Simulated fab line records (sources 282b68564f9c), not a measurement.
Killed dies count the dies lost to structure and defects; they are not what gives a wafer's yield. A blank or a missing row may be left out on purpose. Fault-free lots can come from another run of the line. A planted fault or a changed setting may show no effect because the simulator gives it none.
Which of the tools did it? || flow rit cmos || 6 lots with 18 wafers sampled at 2 steps, on a route of 202 steps

## WHAT THE GAUGES READ, wafer by wafer
RIT_NRETRO_OVL_MEAS_06.
{"lot": "L143", "measured": "day 2 12:42", "on": "overlay-02", "NRETRO_OVL (nm)": "-2.5 -1.7 -1.7"}
{"lot": "L147", "measured": "day 3 11:02", "on": "overlay-01", "NRETRO_OVL (nm)": "-1.3 -0.1 -0.1"}
{"lot": "L152", "measured": "day 4 10:22", "on": "overlay-01", "NRETRO_OVL (nm)": "-2.5 -2.3 -1.7"}
{"lot": "L159", "measured": "day 5 19:30", "on": "overlay-02", "NRETRO_OVL (nm)": "-1.4 0.2 0.9"}
{"lot": "L162", "measured": "day 6 11:49", "on": "overlay-01", "NRETRO_OVL (nm)": "-2.9 -0.8 -2.5"}
{"lot": "L164", "measured": "day 6 20:28", "on": "overlay-02", "NRETRO_OVL (nm)": "0.4 -1.5 -1.2"}

## WHAT TOOL EACH LOT RAN ON (gives the tool, then ch and the chambers of the sampled wafers, and finally the start)
{"lot": "L143", "RIT_NRETRO_EXPOSE_03": "iline stepper-01 ch 0, day 2 12:16"}
{"lot": "L147", "RIT_NRETRO_EXPOSE_03": "iline stepper-01 ch 0, day 3 10:37"}
{"lot": "L152", "RIT_NRETRO_EXPOSE_03": "iline stepper-02 ch 0, day 4 09:56"}
{"lot": "L159", "RIT_NRETRO_EXPOSE_03": "iline stepper-01 ch 0, day 5 18:49"}
{"lot": "L162", "RIT_NRETRO_EXPOSE_03": "iline stepper-01 ch 0, day 6 11:23"}
{"lot": "L164", "RIT_NRETRO_EXPOSE_03": "iline stepper-01 ch 0, day 6 20:02"}
- RIT_NRETRO_EXPOSE_03: exposes mask M4, target cd 43900 nm.

## THE ANSWER, worked out from the rows above alone
Rule: the usual values come from the lots themselves. The widest of any qualifying gaps counts: lots, ordered by their means at a reading, are off when they make up no more than a third of the lots, leave a main group of 4 or more, and stand apart from it by 3 or more times the standard deviation of that group's means. The tables above print the reading to a certain number of digits; a main group whose means all agree to those digits is not used. A lot without any number at a reading at which 4 lots or more have one is off too. All remaining lots with rows at the step are treated as sound.
Across all readings shown, no lot is off: no conclusion can be drawn from this.

## WHAT THE SIMULATOR HAD PUT IN
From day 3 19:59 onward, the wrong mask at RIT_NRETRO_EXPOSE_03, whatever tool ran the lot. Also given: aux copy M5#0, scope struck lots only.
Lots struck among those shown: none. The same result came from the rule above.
